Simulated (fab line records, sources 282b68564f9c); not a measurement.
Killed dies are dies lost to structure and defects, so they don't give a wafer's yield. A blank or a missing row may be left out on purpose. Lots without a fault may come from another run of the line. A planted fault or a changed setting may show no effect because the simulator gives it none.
fab line records | flow rit_cmos
record lots=13 wafers=39 last_day=7
route steps=202 shown FOX1@22 NLDD@113 CONTACT@180 M1@202
lots that met no fault: from a run of the same line without faults
start_h: hours from the record's first day to the start of the lot's first wafer shown | wait_h: hours since the lot's step before | " the same as in the row above | L1.1+2: a row that stands for several wafers | - no value, or no start given | * or withheld: withheld | < > ~ a bound
route shown NAME@n: a module of which the file shows steps, and the number in the route of the first | usual: mean/standard deviation of fault-free wafers | same: alike in all rows | chamber/n: place in a boat | sites: the reading at each site | _std_site: their standard deviation | _edge_site: outer sites' mean less inner sites' | radius_mm: how far each site lies from the wafer's centre | mask NAME#n: copy n | behind: the tool/chamber that last shaped the wafer | hold: why the lot was held/for how many hours/how that ended | device: the transistor (n, p or np) that didn't switch | end of line: the same wafers' tests at the end of the route | a step without rows: its recipe alone | killed: dies lost to structure and defects at the first sort, not the wafer's yield | map: a wafer's dies, x killed, . not, _ none there
set.NAME: the setting as run; set.NAME@STEP: as run at that earlier step | model.NAME: the simulator's own value behind a step, which no gauge read
steps of the route over a sample of lots; a table a step, a row a wafer
services: from which hour (start_h, from the record's first day; less than 0 if before it) a tool's chamber was out of use, for how many hours, and why
## steps
# step RIT_FOX1_WET_ETCH_02
# recipe chemistry=BOE target_depth_nm=350 time_s=390 temp_c=21.5 dry=n2_spin dilution=10:1 target=SiO2
# usual bath_heat_duty_pct=1.8/0.45
# columns lot.wafer tool chamber start_h wait_h bath_heat_duty_pct
L435.1 wet_bench-03 0 17.78 0.1 2.0
L435.5 " 0 " " 1.8
L435.6 " 0 " " 1.8
L436.1 wet_bench-03 3 22.86 0.1 2.0
L436.4 " 3 " " 2.1
L436.5 " 3 " " 2.0
L437.1 wet_bench-03 2 28.43 0.1 0.9
L437.4 " 2 " " 2.7
L437.6 " 2 " " 2.6
L438.2 wet_bench-03 3 32.29 0.0 1.9
L438.3 " 3 " " 1.4
L438.4 " 3 " " 2.5
L439.1 wet_bench-01 0 38.43 0.1 2.1
L439.2 " 0 " " 2.1
L439.3 " 0 " " 2.0
L440.1 wet_bench-04 1 43.43 0.1 1.7
L440.2 " 1 " " 1.6
L440.3 " 1 " " 1.4
L441.1 wet_bench-03 0 47.94 0.1 1.7
L441.4 " 0 " " 1.1
L441.5 " 0 " " 1.5
L443.1 wet_bench-03 2 56.91 0.1 1.4
L443.2 " 2 " " 2.6
L443.3 " 2 " " 2.5
L445.1 wet_bench-01 3 68.86 0.1 3.1
L445.3 " 3 " " 1.8
L445.5 " 3 " " 2.4
L447.1 wet_bench-01 2 78.27 0.1 2.2
L447.3 " 2 " " 1.8
L447.6 " 2 " " 2.3
L455.1 wet_bench-03 0 117.56 0.1 1.7
L455.3 " 0 " " 2.0
L455.5 " 0 " " 2.0
L457.1 wet_bench-01 1 129.32 0.1 1.4
L457.3 " 1 " " 2.4
L457.6 " 1 " " 1.6
L458.1 wet_bench-01 2 134.45 0.1 2.0
L458.4 " 2 " " 2.0
L458.6 " 2 " " 1.8
# step RIT_NLDD_TW_MEAS_10
# usual NLDD_TW=2515/31
# columns lot.wafer tool chamber start_h wait_h NLDD_TW
L435.1 film_metro-02 - 43.99 0.1 2482
L435.5 " - " " 2476
L435.6 " - " " 2481
L436.1 film_metro-02 - 48.10 0.3 2476
L436.4 " - " " 2475
L436.5 " - " " 2478
L437.1 film_metro-01 - 54.09 0.1 2506
L437.4 " - " " 2511
L437.6 " - " " 2503
L438.2 film_metro-02 - 56.52 0.1 2483
L438.3 " - " " 2471
L438.4 " - " " 2471
L439.1 film_metro-01 - 64.00 0.1 2504
L439.2 " - " " 2502
L439.3 " - " " 2513
L440.1 film_metro-02 - 69.05 0.1 2491
L440.2 " - " " 2489
L440.3 " - " " 2482
L441.1 film_metro-02 - 78.32 0.1 2501
L441.4 " - " " 2493
L441.5 " - " " 2495
L443.1 film_metro-01 - 84.19 0.1 2517
L443.2 " - " " 2534
L443.3 " - " " 2523
L445.1 film_metro-01 - 96.26 0.1 2514
L445.3 " - " " 2529
L445.5 " - " " 2529
L447.1 film_metro-02 - 106.69 0.1 2472
L447.3 " - " " 2494
L447.6 " - " " 2465
L455.1 film_metro-04 - 145.84 0.1 2553
L455.3 " - " " 2550
L455.5 " - " " 2542
L457.1 film_metro-04 - 157.22 0.1 2548
L457.3 " - " " 2546
L457.6 " - " " 2554
L458.1 film_metro-04 - 164.23 0.2 2546
L458.4 " - " " 2567
L458.6 " - " " 2545
# step RIT_SDANNEAL_RS_MEAS_07
# recipe thk_meas_gauge=four-point-probe
# usual NLDD_RS=151.6/0.57
# columns lot.wafer tool chamber start_h wait_h NLDD_RS[ohm/sq]
L435.1 film_metro-02 - 51.94 0.1 151.5
L435.5 " - " " 152.0
L435.6 " - " " 151.5
L436.1 film_metro-01 - 56.95 0.1 151.1
L436.4 " - " " 151.0
L436.5 " - " " 150.8
L437.1 film_metro-01 - 62.24 0.1 151.1
L437.4 " - " " 150.9
L437.6 " - " " 151.1
L438.2 film_metro-04 - 64.67 0.1 151.3
L438.3 " - " " 151.5
L438.4 " - " " 151.2
L439.1 film_metro-01 - 72.84 0.1 151.4
L439.2 " - " " 151.9
L439.3 " - " " 151.6
L440.1 film_metro-04 - 76.94 0.1 151.5
L440.2 " - " " 151.2
L440.3 " - " " 151.3
L441.1 film_metro-01 - 86.19 0.1 151.5
L441.4 " - " " 152.1
L441.5 " - " " 151.8
L443.1 film_metro-04 - 92.31 0.1 151.1
L443.2 " - " " 151.2
L443.3 " - " " 151.6
L445.1 film_metro-02 - 104.90 0.1 150.5
L445.3 " - " " 151.0
L445.5 " - " " 150.6
L447.1 film_metro-01 - 114.41 0.1 152.2
L447.3 " - " " 151.9
L447.6 " - " " 151.2
L455.1 film_metro-04 - 153.72 0.1 152.0
L455.3 " - " " 152.3
L455.5 " - " " 152.7
L457.1 film_metro-02 - 165.03 0.1 151.0
L457.3 " - " " 150.8
L457.6 " - " " 151.0
L458.1 film_metro-02 - 171.98 0.1 151.4
L458.4 " - " " 151.7
L458.6 " - " " 151.8
# step RIT_CONTACT_STRIP_12
# recipe chemistry=O2 time_s=180 resist=NOVOLAK platen_temp_c=withheld power_w=500 pressure_mtorr=4000 o2_flow_sccm=4000
# usual drypump_motor_current_A=5.2/0.31 rf_refl_power_W=7.1/0.99
# columns lot.wafer tool chamber start_h wait_h drypump_motor_current_A rf_hours_counter_h rf_refl_power_W
L435.1 plasma_asher-01 1 54.16 0.1 5.3 41 8.2
L435.5 " 1 " " 5.3 - 8.2
L435.6 " 0 " " 5.1 - 6.2
L436.1 plasma_asher-01 1 59.16 0.1 5.3 41 8.1
L436.4 " 1 " " 5.3 - 8.0
L436.5 " 0 " " 5.1 - 6.2
L437.1 plasma_asher-04 0 64.59 0.1 4.8 43 8.1
L437.4 " 0 " " 4.8 - 8.3
L437.6 " 1 " " 5.4 - 6.7
L438.2 plasma_asher-01 0 66.87 0.1 5.1 42 6.1
L438.3 " 1 " " 5.3 - 8.4
L438.4 " 0 " " 5.1 - 6.0
L439.1 plasma_asher-01 0 75.18 0.1 5.1 43 6.5
L439.2 " 1 " " 5.3 43 8.3
L439.3 " 1 " " 5.3 - 8.2
L440.1 plasma_asher-02 0 79.28 0.1 5.9 42 7.4
L440.2 " 1 " " 4.9 42 6.2
L440.3 " 1 " " 4.9 - 5.6
L441.1 plasma_asher-04 0 88.61 0.1 4.8 45 8.1
L441.4 " 1 " " 5.4 - 6.7
L441.5 " 1 " " 5.4 - 6.5
L443.1 plasma_asher-02 1 94.72 0.1 4.9 44 6.0
L443.2 " 0 " " 5.9 44 7.2
L443.3 " 0 " " 5.9 - 7.6
L445.1 plasma_asher-01 1 107.12 0.1 5.3 46 8.4
L445.3 " 1 " " 5.3 - 8.3
L445.5 " 1 " " 5.3 - 8.2
L447.1 plasma_asher-02 1 116.63 0.1 4.9 46 5.6
L447.3 " 0 " " 5.9 - 7.6
L447.6 " 1 " " 4.9 - 6.4
L455.1 plasma_asher-04 0 155.94 0.1 4.8 4 7.8
L455.3 " 1 " " 5.4 - 6.7
L455.5 " 0 " " 4.8 - 8.1
L457.1 plasma_asher-01 0 167.25 0.1 5.1 52 5.9
L457.3 " 1 " " 5.3 - 8.1
L457.6 " 1 " " 5.3 - 8.0
L458.1 plasma_asher-01 0 174.32 0.1 5.1 53 6.0
L458.4 " 0 " " 5.1 - 6.1
L458.6 " 1 " " 5.3 - 8.2
# step RIT_M1_PROBE_99
# usual killed_at_M0_to_M3=0.0/0.14 killed_at_contacts=0.1/0.31 killed_at_front_end=7/3.2 killed_dies=7/3.2 killed_on_rim=1.9/1.4 killed_open=3.6/1.9 killed_short=3.6/2
# same gross_dies=264 killed_at_M4_up=0 killed_at_back_side=0 killed_at_other=0
# columns lot.wafer tool chamber start_h wait_h killed_at_M0_to_M3 killed_at_contacts killed_at_front_end killed_dies killed_on_rim killed_open killed_short
L439.1 prober-02 - 79.98 0.1 0 1 8 9 2 2 7
L439.2 prober-02 - 80.03 0.1 0 1 4 5 4 3 2
L439.3 prober-02 - 80.08 0.2 0 0 8 8 0 6 2
L455.1 prober-02 - 160.87 0.1 0 0 33 33 11 4 3
L455.3 prober-02 - 160.97 0.2 0 0 36 36 12 2 5
L455.5 prober-02 - 161.07 0.2 0 0 32 32 9 3 3
L457.1 prober-02 - 172.08 0.1 0 0 17 17 3 12 5
L457.3 prober-02 - 172.18 0.2 0 0 7 7 1 3 3
L457.6 prober-02 - 172.33 0.2 0 0 8 8 3 3 5
# killed by level:class
L439.1 FOX1:geometric_particle:short=2 GATE:geometric_particle:short=2 SPACER:geometric_particle:short=2 FOX1:geometric_particle:open=1 SILICIDE:geometric_particle:short=1 CONTACT:geometric_particle:open=1
L439.2 FOX1:geometric_particle:open=1 GATE:geometric_particle:short=1 SILICIDE:geometric_particle:short=1 SILICIDE:geometric_particle:open=1 CONTACT:geometric_particle:open=1
L439.3 GATE:geometric_particle:open=3 REOX:geometric_particle:open=2 FOX1:geometric_particle:open=1 REOX:geometric_particle:short=1 SILICIDE:geometric_particle:short=1
L455.1 FOX1:unspecified=26 FOX1:geometric_particle:open=1 FOX2:geometric_particle:open=1 GATE:geometric_particle:open=1 GATE:geometric_particle:short=1 REOX:geometric_particle:short=1 SILICIDE:geometric_particle:open=1 SILICIDE:geometric_particle:short=1
L455.3 FOX1:unspecified=29 REOX:geometric_particle:short=3 FOX1:geometric_particle:short=1 FOX1:geometric_particle:open=1 GATE:geometric_particle:short=1 REOX:geometric_particle:open=1
L455.5 FOX1:unspecified=26 GATE:geometric_particle:short=1 REOX:geometric_particle:open=1 SPACER:geometric_particle:open=1 SPACER:geometric_particle:short=1 SILICIDE:geometric_particle:short=1 SILICIDE:geometric_particle:open=1
L457.1 GATE:geometric_particle:open=4 REOX:geometric_particle:short=4 SPACER:geometric_particle:open=4 FOX1:geometric_particle:open=2 REOX:geometric_particle:open=1 SPACER:geometric_particle:short=1 SILICIDE:geometric_particle:open=1
L457.3 FOX2:geometric_particle:open=1 FOX2:geometric_particle:short=1 GATE:geometric_particle:short=1 GATE:geometric_particle:open=1 REOX:geometric_particle:open=1 SPACER:geometric_particle:short=1 PRETRO:coat_microbubble_printed=1
L457.6 GATE:geometric_particle:short=4 GATE:geometric_particle:open=2 FOX2:geometric_particle:short=1 FOX2:geometric_particle:open=1
## services
# columns tool chamber start_h hours kind
plasma_asher-01 - 71.10 1.1 repair
plasma_asher-04 - 93.70 0.7 repair
plasma_asher-04 - 108.75 9.0 pm
plasma_asher-04 0 108.75 9.0 vent_cycle
plasma_asher-04 1 108.75 9.0 vent_cycle
plasma_asher-04 - 117.75 2.8 pm
plasma_asher-04 0 117.75 - clean
plasma_asher-04 1 117.75 - clean
## key
first_sign step=RIT_M1_PROBE_99 reading=killed_dies direction=up sigmas=8.3 usual=7 struck=34
effect step=RIT_M1_PROBE_99 reading=killed_at_front_end direction=up sigmas=8.3 usual=7 struck=34
met_at RIT_FOX1_WET_ETCH_02
struck_lots L455
struck_wafers L455.1,L455.3,L455.5
tester_left_out L455
not_acting_at RIT_NLDD_TW_MEAS_10,RIT_SDANNEAL_RS_MEAS_07,RIT_CONTACT_STRIP_12
onset_between 47.94 117.56
fault kind=chamber_particle_source tool=wet_bench-03 chamber=0 onset_h=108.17 steps=RIT_FOX1_WET_ETCH_02 rate_per_visit_cm2=1.1614 end_h=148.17
# tester_left_out: of these lots the tester's yield and bins aren't shown, on N5 and GAA mostly nor the transistor test; their killed dies are dies lost to structure and defects alone, not to doping, threshold or leakage, so they don't give the yield
